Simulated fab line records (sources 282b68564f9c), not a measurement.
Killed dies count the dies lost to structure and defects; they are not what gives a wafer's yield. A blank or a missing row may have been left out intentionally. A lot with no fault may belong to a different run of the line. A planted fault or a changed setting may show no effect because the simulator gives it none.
fab line records | flow rit-cmos
record: lots: 6 | wafers: 18 | last-day: 7
route steps=202 shown NSD@138 PSD@142 SDANNEAL@153 M1@202
lots untouched by any fault: they come from a run of this same line in which no faults occurred
start-h: hours from the record's opening day to when the first of the lot's shown wafers began | wait-h: hours from the lot's prior step to this one | " unchanged from the row above | L1.1+2: a single row standing in for several wafers | - value missing, or start not given | * or withheld: withheld | < > ~ a bound
route shown NAME@n: names a module that has steps shown in the file, with the first one's number in the route | usual: average and standard deviation across the fault-free wafers | same: alike in all rows | chamber/n: place in a boat | sites: the reading at each site | _std_site: the values' standard deviation | _edge_site: inner sites' mean taken away from outer sites' mean | radius-mm: for every site, how far away it sits from the centre of the wafer | mask NAME#n: copy n | behind: the last tool/chamber to shape the wafer | hold: the reason the lot was held/the length of the hold in hours/how it ended | device: the transistor (n, p or np) that didn't switch | end of line: the same wafers' tests at the end of the route | a step with no rows: only its recipe | killed: not the wafer's yield, but the dies lost to structure and defects at the first sort | map: the dies of a wafer, with x for killed, . for not killed, _ for no die there
set.NAME: the run value of the setting; set.NAME@STEP: its run value at that earlier step | model.NAME: the simulator's own value behind a step, which no gauge read
lots seen at some steps along the route; tables by step, rows by wafer
services: when a tool's chamber went out of use (start-h, in hours from the record's first day, below 0 if earlier), for how many hours, and the reason
== steps ==
step: RIT_NSD_HARDBAKE_07
recipe: resist: NOVOLAK | temp-c: 140 | time-s: 60
step: RIT_NSD_IMPLANT_08
recipe: species: P | energy-kev: 25 | dose-cm2: 1e+15 | tilt-deg: 7
step: RIT_NSD_STRIP_09
recipe: chemistry: O2 | time-s: 180 | resist: NOVOLAK | platen-temp-c: withheld | power-w: 500 | pressure-mtorr: 4000 | o2-flow-sccm: 4000
usual: drypump-motor-current-A: 5.9/0.47
lot.wafer | tool            | chamber | start-h | wait-h | drypump-motor-current-A | rf-hours-counter-h
L149.1    | plasma-asher-02 | 0       | 78.95   | 0.1    | 5.8                     | 44
L149.5    | "               | 0       | "       | "      | 5.8                     | -
L149.6    | "               | 1       | "       | "      | 5.4                     | -
L159.1    | plasma-asher-04 | 0       | 113.42  | 0.1    | 6.3                     | 35
L159.3    | "               | 1       | "       | "      | 6.7                     | -
L159.4    | "               | 0       | "       | "      | 6.4                     | -
L164.2    | plasma-asher-04 | 1       | 140.55  | 0.1    | 6.7                     | 38
L164.5    | "               | 0       | "       | "      | 6.4                     | -
L164.6    | "               | 1       | "       | "      | 6.7                     | -
L166.1    | plasma-asher-04 | 1       | 149.70  | 0.1    | 6.7                     | 39
L166.3    | "               | 0       | "       | "      | 6.4                     | -
L166.6    | "               | 0       | "       | "      | 6.3                     | -
L168.2    | plasma-asher-03 | 0       | 162.65  | 0.1    | 5.9                     | 52
L168.3    | "               | 1       | "       | "      | 5.4                     | -
L168.5    | "               | 0       | "       | "      | 5.9                     | -
L170.1    | plasma-asher-03 | 1       | 167.24  | 0.1    | 5.5                     | 52
L170.3    | "               | 1       | "       | "      | 5.5                     | -
L170.6    | "               | 1       | "       | "      | 5.5                     | -
step: RIT_NSD_TW_MEAS_10
usual: NSD_TW: 3112/12
lot.wafer | tool          | chamber | start-h | wait-h | NSD_TW
L149.1    | film-metro-04 | -       | 79.12   | 0.1    | 3093
L149.5    | "             | -       | "       | "      | 3089
L149.6    | "             | -       | "       | "      | 3105
L159.1    | film-metro-03 | -       | 113.60  | 0.1    | 3119
L159.3    | "             | -       | "       | "      | 3128
L159.4    | "             | -       | "       | "      | 3138
L164.2    | film-metro-04 | -       | 140.73  | 0.1    | 3117
L164.5    | "             | -       | "       | "      | 3098
L164.6    | "             | -       | "       | "      | 3116
L166.1    | film-metro-03 | -       | 149.87  | 0.1    | 3107
L166.3    | "             | -       | "       | "      | 3140
L166.6    | "             | -       | "       | "      | 3112
L168.2    | film-metro-03 | -       | 162.83  | 0.1    | 3126
L168.3    | "             | -       | "       | "      | 3116
L168.5    | "             | -       | "       | "      | 3102
L170.1    | film-metro-02 | -       | 167.42  | 0.1    | 3103
L170.3    | "             | -       | "       | "      | 3117
L170.6    | "             | -       | "       | "      | 3109
step: RIT_PSD_HMDS_00
recipe: prime-time-s: 60 | prime-temp-c: 140
step: RIT_PSD_COAT_01
recipe: resist: NOVOLAK | spin-rpm: 3250 | resist-thk-nm: 1000
step: RIT_PSD_SOFTBAKE_02
recipe: resist: NOVOLAK | temp-c: 90 | time-s: 60
step: RIT_PSD_EXPOSE_03
recipe: mask-id: M10 | na: 0.57 | target-cd-nm: 40900 | dose-mj: 250
step: RIT_PSD_PEB_04
recipe: resist: NOVOLAK | temp-c: withheld | time-s: withheld
step: RIT_PSD_DEVELOP_05
recipe: resist: NOVOLAK | develop-time-s: 50 | dev-temp-c: 23
step: RIT_PSD_OVL_MEAS_06
usual: PSD_OVL: -0.1/1.5
lot.wafer | tool       | chamber | start-h | wait-h | PSD_OVL[nm]
L149.1    | overlay-02 | -       | 80.65   | -      | 1.0
L149.5    | "          | -       | "       | "      | 2.7
L149.6    | "          | -       | "       | "      | 2.0
L159.1    | overlay-02 | -       | 114.51  | -      | 1.8
L159.3    | "          | -       | "       | "      | 1.1
L159.4    | "          | -       | "       | "      | 0.7
L164.2    | overlay-01 | -       | 141.77  | -      | -0.1
L164.5    | "          | -       | "       | "      | -0.2
L164.6    | "          | -       | "       | "      | -2.5
L166.1    | overlay-02 | -       | 151.00  | -      | -0.7
L166.3    | "          | -       | "       | "      | -1.7
L166.6    | "          | -       | "       | "      | -0.9
L168.2    | overlay-01 | -       | 163.86  | -      | 2.7
L168.3    | "          | -       | "       | "      | 2.4
L168.5    | "          | -       | "       | "      | 3.3
L170.1    | overlay-01 | -       | 168.33  | -      | -1.8
L170.3    | "          | -       | "       | "      | 0.4
L170.6    | "          | -       | "       | "      | -2.9
step: RIT_PSD_HARDBAKE_07
recipe: resist: NOVOLAK | temp-c: 140 | time-s: 60
step: RIT_PSD_IMPLANT_08
recipe: species: BF2 | energy-kev: 27 | dose-cm2: 5e+15 | tilt-deg: 7
usual: beam-energy-keV: 27.000/0.0085 | end-station-pressure-torr: 1.61e-05/1.4e-06
lot.wafer | tool         | chamber | start-h | wait-h | beam-energy-keV | end-station-pressure-torr | model.implant.rp-nm | model.implant.drp-nm
L149.1    | implanter-03 | 0       | 81.03   | 0.1    | 27.008          | 1.78e-05                  | 21.67               | 12.05
L149.5    | "            | 0       | "       | "      | 27.013          | 1.81e-05                  | 21.67               | 12.05
L149.6    | "            | 0       | "       | "      | 26.988          | 1.82e-05                  | 21.67               | 12.05
L159.1    | implanter-02 | 0       | 114.69  | 0.1    | 27.012          | 1.61e-05                  | 21.54               | 12.05
L159.3    | "            | 0       | "       | "      | 26.993          | 1.51e-05                  | 21.54               | 12.05
L159.4    | "            | 0       | "       | "      | 26.996          | 1.63e-05                  | 21.54               | 12.05
L164.2    | implanter-03 | 0       | 141.97  | 0.1    | 36.437          | 1.82e-05                  | 28.55               | 14.87
L164.5    | "            | 0       | "       | "      | 36.443          | 1.72e-05                  | 28.55               | 14.87
L164.6    | "            | 0       | "       | "      | 36.437          | 1.64e-05                  | 28.55               | 14.87
L166.1    | implanter-03 | 0       | 151.19  | 0.1    | 36.469          | 1.58e-05                  | 27.73               | 14.87
L166.3    | "            | 0       | "       | "      | 36.456          | 1.87e-05                  | 27.73               | 14.87
L166.6    | "            | 0       | "       | "      | 36.461          | 1.51e-05                  | 27.73               | 14.87
L168.2    | implanter-01 | 0       | 164.07  | 0.1    | 26.993          | 1.53e-05                  | 22.15               | 12.05
L168.3    | "            | 0       | "       | "      | 27.008          | 1.62e-05                  | 22.15               | 12.05
L168.5    | "            | 0       | "       | "      | 27.000          | 1.56e-05                  | 22.15               | 12.05
L170.1    | implanter-02 | 0       | 168.51  | 0.1    | 26.993          | 1.62e-05                  | 21.89               | 12.05
L170.3    | "            | 0       | "       | "      | 26.998          | 1.58e-05                  | 21.89               | 12.05
L170.6    | "            | 0       | "       | "      | 26.998          | 1.57e-05                  | 21.89               | 12.05
step: RIT_PSD_STRIP_09
recipe: chemistry: O2 | time-s: 180 | resist: NOVOLAK | platen-temp-c: withheld | power-w: 500 | pressure-mtorr: 4000 | o2-flow-sccm: 4000
usual: drypump-motor-current-A: 5.9/0.4
lot.wafer | tool            | chamber | start-h | wait-h | drypump-motor-current-A | rf-hours-counter-h
L149.1    | plasma-asher-01 | 0       | 81.18   | 0.1    | 5.9                     | 42
L149.5    | "               | 0       | "       | "      | 5.9                     | -
L149.6    | "               | 1       | "       | "      | 5.8                     | -
L159.1    | plasma-asher-03 | 0       | 114.84  | 0.1    | 5.9                     | 46
L159.3    | "               | 1       | "       | "      | 5.4                     | -
L159.4    | "               | 0       | "       | "      | 5.9                     | -
L164.2    | plasma-asher-03 | 1       | 142.10  | 0.1    | 5.5                     | 49
L164.5    | "               | 0       | "       | "      | 5.9                     | -
L164.6    | "               | 1       | "       | "      | 5.5                     | -
L166.1    | plasma-asher-03 | 1       | 151.34  | 0.1    | 5.5                     | 50
L166.3    | "               | 0       | "       | "      | 5.9                     | -
L166.6    | "               | 1       | "       | "      | 5.4                     | -
L168.2    | plasma-asher-03 | 0       | 164.19  | 0.1    | 5.9                     | 52
L168.3    | "               | 1       | "       | "      | 5.5                     | -
L168.5    | "               | 0       | "       | "      | 5.9                     | -
L170.1    | plasma-asher-04 | 1       | 168.66  | 0.1    | 6.7                     | 41
L170.3    | "               | 1       | "       | "      | 6.7                     | -
L170.6    | "               | 0       | "       | "      | 6.4                     | -
step: RIT_PSD_TW_MEAS_10
usual: PSD_TW: 3420/15
lot.wafer | tool          | chamber | start-h | wait-h | PSD_TW
L149.1    | film-metro-02 | -       | 81.36   | 0.1    | 3419
L149.5    | "             | -       | "       | "      | 3407
L149.6    | "             | -       | "       | "      | 3416
L159.1    | film-metro-02 | -       | 115.02  | 0.1    | 3424
L159.3    | "             | -       | "       | "      | 3432
L159.4    | "             | -       | "       | "      | 3434
L164.2    | film-metro-02 | -       | 142.28  | 0.1    | 3715
L164.5    | "             | -       | "       | "      | 3697
L164.6    | "             | -       | "       | "      | 3695
L166.1    | film-metro-04 | -       | 151.52  | 0.1    | 3662
L166.3    | "             | -       | "       | "      | 3673
L166.6    | "             | -       | "       | "      | 3662
L168.2    | film-metro-02 | -       | 164.38  | 0.1    | 3402
L168.3    | "             | -       | "       | "      | 3398
L168.5    | "             | -       | "       | "      | 3423
L170.1    | film-metro-02 | -       | 168.84  | 0.1    | 3419
L170.3    | "             | -       | "       | "      | 3420
L170.6    | "             | -       | "       | "      | 3434
step: RIT_SDANNEAL_CLEAN_00
recipe: chemistry: SC1 | mix: 3:3:50 | time-s: 600 | temp-c: 75
step: RIT_SDANNEAL_CLEAN_01
recipe: chemistry: dHF | dilution: 50:1 | time-s: 30
step: RIT_SDANNEAL_CLEAN_02
recipe: chemistry: SC2 | mix: 3:3:50 | time-s: 600 | temp-c: 75 | dry: n2-spin
step: RIT_SDANNEAL_RTA_03
recipe: temp-c: 1050 | time-s: 5 | idle-temp-c: 600 | ramp-up-c-per-s: 342 | ramp-down-c-per-s: 171 | cool-to-c: 600 | ambient: N2
usual: wafer_temp_C_max: 1053.4/1.1
lot.wafer | tool          | chamber | start-h | wait-h | wafer_temp_C_max
L149.1    | rtp-anneal-01 | 0       | 81.79   | 0.0    | 1054.0
L149.5    | "             | 0       | "       | "      | 1055.8
L149.6    | "             | 0       | "       | "      | 1052.9
L159.1    | rtp-anneal-01 | 0       | 115.44  | 0.0    | 1052.9
L159.3    | "             | 0       | "       | "      | 1053.1
L159.4    | "             | 0       | "       | "      | 1054.5
L164.2    | rtp-anneal-02 | 0       | 142.72  | 0.0    | 1052.2
L164.5    | "             | 0       | "       | "      | 1053.9
L164.6    | "             | 0       | "       | "      | 1053.0
L166.1    | rtp-anneal-02 | 0       | 151.94  | 0.0    | 1052.0
L166.3    | "             | 0       | "       | "      | 1053.5
L166.6    | "             | 0       | "       | "      | 1052.4
L168.2    | rtp-anneal-02 | 0       | 164.81  | 0.0    | 1053.5
L168.3    | "             | 0       | "       | "      | 1056.8
L168.5    | "             | 0       | "       | "      | 1054.6
L170.1    | rtp-anneal-02 | 0       | 169.26  | 0.0    | 1054.6
L170.3    | "             | 0       | "       | "      | 1052.6
L170.6    | "             | 0       | "       | "      | 1054.3
step: RIT_SDANNEAL_RS_MEAS_04
recipe: thk-meas-gauge: four-point-probe
usual: PSD_RS: 115.91/0.29
lot.wafer | tool          | chamber | start-h | wait-h | PSD_RS[ohm/sq]
L149.1    | film-metro-03 | -       | 81.84   | 0.0    | 116.25
L149.5    | "             | -       | "       | "      | 116.08
L149.6    | "             | -       | "       | "      | 116.03
L159.1    | film-metro-03 | -       | 115.50  | 0.0    | 116.17
L159.3    | "             | -       | "       | "      | 116.08
L159.4    | "             | -       | "       | "      | 115.65
L164.2    | film-metro-04 | -       | 142.79  | 0.1    | 98.50
L164.5    | "             | -       | "       | "      | 98.24
L164.6    | "             | -       | "       | "      | 98.42
L166.1    | film-metro-03 | -       | 152.00  | 0.0    | 98.97
L166.3    | "             | -       | "       | "      | 98.69
L166.6    | "             | -       | "       | "      | 99.34
L168.2    | film-metro-04 | -       | 164.87  | 0.1    | 116.06
L168.3    | "             | -       | "       | "      | 115.72
L168.5    | "             | -       | "       | "      | 116.23
L170.1    | film-metro-04 | -       | 169.32  | 0.0    | 116.29
L170.3    | "             | -       | "       | "      | 116.03
L170.6    | "             | -       | "       | "      | 116.05
step: RIT_SDANNEAL_RS_MEAS_05
recipe: thk-meas-gauge: four-point-probe
usual: NSD_RS: 84.48/0.26
lot.wafer | tool          | chamber | start-h | wait-h | NSD_RS[ohm/sq]
L149.1    | film-metro-03 | -       | 81.96   | 0.1    | 84.34
L149.5    | "             | -       | "       | "      | 84.42
L149.6    | "             | -       | "       | "      | 84.29
L159.1    | film-metro-03 | -       | 115.62  | 0.1    | 84.33
L159.3    | "             | -       | "       | "      | 84.73
L159.4    | "             | -       | "       | "      | 84.76
L164.2    | film-metro-04 | -       | 142.91  | 0.1    | 84.24
L164.5    | "             | -       | "       | "      | 84.04
L164.6    | "             | -       | "       | "      | 84.72
L166.1    | film-metro-03 | -       | 152.12  | 0.1    | 84.86
L166.3    | "             | -       | "       | "      | 84.59
L166.6    | "             | -       | "       | "      | 84.97
L168.2    | film-metro-04 | -       | 164.99  | 0.1    | 84.59
L168.3    | "             | -       | "       | "      | 84.22
L168.5    | "             | -       | "       | "      | 84.32
L170.1    | film-metro-04 | -       | 169.44  | 0.1    | 84.50
L170.3    | "             | -       | "       | "      | 84.60
L170.6    | "             | -       | "       | "      | 84.28
step: RIT_M1_PROBE_99
usual: killed-at-contacts: 0.0/0.2 | killed-at-front-end: 7.3/2.8 | killed-dies: 7.3/2.8 | killed-on-rim: 1.9/1.3 | killed-open: 3.8/1.9 | killed-short: 3.5/1.8
same: gross-dies: 264 | killed_at_M0_to_M3: 0 | killed_at_M4_up: 0 | killed-at-back-side: 0 | killed-at-other: 0
lot.wafer | tool      | chamber | start-h | wait-h | killed-at-contacts | killed-at-front-end | killed-dies | killed-on-rim | killed-open | killed-short | model.etest.nwell-pinched.rs-ohm-sq | model.etest.contact-pplus.end-ohm-um | model.etest.diode-pplus-nwell.bv-v | model.etest.vpnp.gain | model.etest.diode-pplus-nwell.cj-ff-um2 | model.etest.diode-pplus-comb.cj-ff-um2 | model.etest.pmos_0p15.bv-v | model.etest.pmos_0p3.bv-v
L149.1    | prober-01 | -       | 89.70   | 0.1    | 0                  | 8                   | 8           | 1             | 5           | 3            | 337                                 | 44.95                                | 6.546                              | 1.003                 | 1.73                                    | 2.018                                  | 5.649                      | 5.648
L149.5    | prober-01 | -       | 89.90   | 0.2    | 0                  | 5                   | 5           | 0             | 2           | 3            | 335.7                               | 44.98                                | 6.501                              | 1.017                 | 1.733                                   | 2.024                                  | 5.632                      | 5.632
L149.6    | prober-01 | -       | 89.95   | 0.2    | 1                  | 11                  | 12          | 4             | 5           | 7            | 334.5                               | 45.01                                | 6.561                              | 1.009                 | 1.733                                   | 2.023                                  | 5.671                      | 5.671
L159.1    | prober-01 | -       | 123.35  | 0.1    | 0                  | 8                   | 8           | 2             | 4           | 4            | 337.9                               | 45.27                                | 6.573                              | 1.038                 | 1.722                                   | 2.034                                  | 5.649                      | 5.649
L159.3    | prober-01 | -       | 123.45  | 0.2    | 0                  | 5                   | 5           | 0             | 3           | 2            | 338.4                               | 44.65                                | 6.611                              | 1.034                 | 1.712                                   | 2.037                                  | 5.672                      | 5.671
L159.4    | prober-01 | -       | 123.50  | 0.2    | 0                  | 6                   | 6           | 1             | 3           | 3            | 338.2                               | 44.43                                | 6.526                              | 1.01                  | 1.729                                   | 2.03                                   | 5.628                      | 5.627
L164.2    | prober-02 | -       | 151.00  | 0.1    | 0                  | 8                   | 8           | 3             | 4           | 4            | 341.1                               | 35.42                                | 6.979                              | 1.34                  | 1.56                                    | 1.869                                  | 5.771                      | 5.764
L164.5    | prober-02 | -       | 151.15  | 0.2    | 0                  | 10                  | 10          | 2             | 5           | 5            | 339.4                               | 37.15                                | 6.988                              | 1.328                 | 1.562                                   | 1.87                                   | 5.786                      | 5.779
L164.6    | prober-02 | -       | 151.20  | 0.2    | 0                  | 5                   | 5           | 0             | 1           | 4            | 345.6                               | 37.26                                | 6.931                              | 1.318                 | 1.538                                   | 1.866                                  | 5.74                       | 5.736
L166.1    | prober-02 | -       | 159.37  | 0.1    | 0                  | 8                   | 8           | 2             | 4           | 4            | 346.8                               | 37.91                                | 6.939                              | 1.321                 | 1.558                                   | 1.882                                  | 5.756                      | 5.751
L166.3    | prober-02 | -       | 159.47  | 0.2    | 0                  | 4                   | 4           | 1             | 3           | 1            | 347.9                               | 36.73                                | 7                                  | 1.345                 | 1.569                                   | 1.882                                  | 5.746                      | 5.741
L166.6    | prober-02 | -       | 159.62  | 0.2    | 0                  | 6                   | 6           | 2             | 4           | 2            | 349.4                               | 37.53                                | 6.941                              | 1.317                 | 1.568                                   | 1.881                                  | 5.729                      | 5.725
L168.2    | prober-02 | -       | 172.40  | 0.1    | 0                  | 5                   | 5           | 1             | 5           | 0            | 337.1                               | 43.55                                | 6.676                              | 1.056                 | 1.681                                   | 1.987                                  | 5.767                      | 5.766
L168.3    | prober-02 | -       | 172.45  | 0.2    | 0                  | 6                   | 6           | 1             | 1           | 5            | 346.2                               | 44.28                                | 6.701                              | 1.079                 | 1.669                                   | 1.986                                  | 5.775                      | 5.774
L168.5    | prober-02 | -       | 172.55  | 0.2    | 0                  | 5                   | 5           | 2             | 3           | 2            | 341.9                               | 43.4                                 | 6.727                              | 1.06                  | 1.677                                   | 1.985                                  | 5.752                      | 5.751
L170.1    | prober-02 | -       | 176.64  | 0.1    | 0                  | 3                   | 3           | 0             | 0           | 3            | 339.4                               | 44.31                                | 6.655                              | 1.041                 | 1.689                                   | 1.989                                  | 5.701                      | 5.701
L170.3    | prober-02 | -       | 176.74  | 0.2    | 0                  | 6                   | 6           | 0             | 4           | 2            | 338                                 | 43.94                                | 6.631                              | 1.061                 | 1.704                                   | 2.013                                  | 5.722                      | 5.722
L170.6    | prober-02 | -       | 176.89  | 0.2    | 0                  | 7                   | 7           | 2             | 3           | 4            | 337.3                               | 44.84                                | 6.637                              | 1.042                 | 1.686                                   | 1.996                                  | 5.708                      | 5.708
killed by level:class
L149.1 GATE:geometric-particle:open=2 SPACER:geometric-particle:open=2 FOX1:geometric-particle:short=1 FOX1:geometric-particle:open=1 GATE:geometric-particle:short=1 SPACER:geometric-particle:short=1
L149.5 REOX:geometric-particle:short=2 REOX:geometric-particle:open=1 SPACER:geometric-particle:short=1 SILICIDE:geometric-particle:open=1
L149.6 SILICIDE:geometric-particle:short=3 REOX:geometric-particle:short=2 SPACER:geometric-particle:short=2 GATE:geometric-particle:open=1 REOX:geometric-particle:open=1 SPACER:geometric-particle:open=1 SILICIDE:geometric-particle:open=1 CONTACT:geometric-particle:open=1
L159.1 FOX1:geometric-particle:short=2 SPACER:geometric-particle:open=2 FOX1:geometric-particle:open=1 FOX2:geometric-particle:short=1 GATE:geometric-particle:open=1 SPACER:geometric-particle:short=1
L159.3 FOX2:geometric-particle:short=2 GATE:geometric-particle:open=2 SILICIDE:geometric-particle:open=1
L159.4 GATE:geometric-particle:short=3 GATE:geometric-particle:open=2 SILICIDE:geometric-particle:open=1
L164.2 FOX1:geometric-particle:short=2 REOX:geometric-particle:open=2 SPACER:geometric-particle:open=2 GATE:geometric-particle:short=1 REOX:geometric-particle:short=1
L164.5 GATE:geometric-particle:short=3 FOX1:geometric-particle:open=2 REOX:geometric-particle:short=2 ACTIVE:geometric-particle:open=1 REOX:geometric-particle:open=1 SPACER:geometric-particle:open=1
L164.6 FOX1:geometric-particle:short=2 REOX:geometric-particle:short=2 REOX:geometric-particle:open=1
L166.1 REOX:geometric-particle:open=2 SILICIDE:geometric-particle:open=2 FOX1:geometric-particle:short=1 GATE:geometric-particle:short=1 REOX:geometric-particle:short=1 SILICIDE:geometric-particle:short=1
L166.3 GATE:geometric-particle:open=2 FOX1:geometric-particle:open=1 REOX:geometric-particle:short=1
L166.6 GATE:geometric-particle:open=2 FOX1:geometric-particle:short=1 REOX:geometric-particle:open=1 SILICIDE:geometric-particle:short=1 STARTING-WAFER:geometric-particle:open=1
L168.2 SILICIDE:geometric-particle:open=4 GATE:geometric-particle:open=1
L168.3 GATE:geometric-particle:short=4 FOX2:geometric-particle:short=1 GATE:geometric-particle:open=1
L168.5 REOX:geometric-particle:open=2 FOX1:geometric-particle:short=1 FOX1:geometric-particle:open=1 GATE:geometric-particle:short=1
L170.1 GATE:geometric-particle:short=3
L170.3 GATE:geometric-particle:open=3 FOX1:geometric-particle:short=2 SILICIDE:geometric-particle:open=1
L170.6 FOX1:geometric-particle:open=2 GATE:geometric-particle:short=2 FOX1:geometric-particle:short=1 SPACER:geometric-particle:short=1 SILICIDE:geometric-particle:open=1
== services ==
tool            | chamber | start-h | hours | kind
implanter-02    | -       | 79.65   | 3.0   | pm
plasma-asher-01 | -       | 83.33   | 28.1  | pm
implanter-01    | -       | 89.92   | 3.4   | repair
implanter-03    | -       | 90.35   | 1.7   | repair
plasma-asher-01 | -       | 111.44  | 9.0   | pm
plasma-asher-01 | 0       | 111.44  | 9.0   | vent-cycle
plasma-asher-01 | 1       | 111.44  | 9.0   | vent-cycle
plasma-asher-01 | -       | 113.25  | 4.2   | repair
plasma-asher-01 | 0       | 120.44  | -     | clean
plasma-asher-01 | 1       | 120.44  | -     | clean
implanter-01    | -       | 137.13  | 1.4   | repair
plasma-asher-01 | -       | 159.39  | 3.5   | repair
== key ==
first-sign: step: RIT_PSD_IMPLANT_08 | reading: beam-energy-keV | direction: up | sigmas: 99+ | usual: 27.000 | struck: 36.451
effect: step: RIT_PSD_TW_MEAS_10 | reading: PSD_TW | direction: up | sigmas: 18 | usual: 3420 | struck: 3684
effect: step: RIT_SDANNEAL_RS_MEAS_04 | reading: PSD_RS | direction: down | sigmas: 59 | usual: 115.91 | struck: 98.69
model-effect: step: RIT_PSD_IMPLANT_08 | value: implant.rp-nm | without: 22.05 | struck: 28.14
model-effect: step: RIT_M1_PROBE_99 | value: etest.nwell-pinched.rs-ohm-sq | without: 338.3 | struck: 345
met-at RIT_PSD_IMPLANT_08
struck-wafers L164.2,L164.5,L164.6,L166.1,L166.3,L166.6
tester-left-out L164,L166
onset-between 81.03 141.97
fault: kind: process-parameter-drift | tool: implanter-03 | chamber: - | onset-h: 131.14 | steps: RIT_PSD_IMPLANT_08 | channel: energy-kev | offset: 9.45 | shape: step | end-h: 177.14 | acts-in: these-recipes-only | stated: 27
tester-left-out: of these lots the tester's yield and bins aren't shown, on N5 and GAA mostly nor the transistor test; their killed dies are dies lost to structure and defects alone, not to doping, threshold or leakage, so they don't give the yield
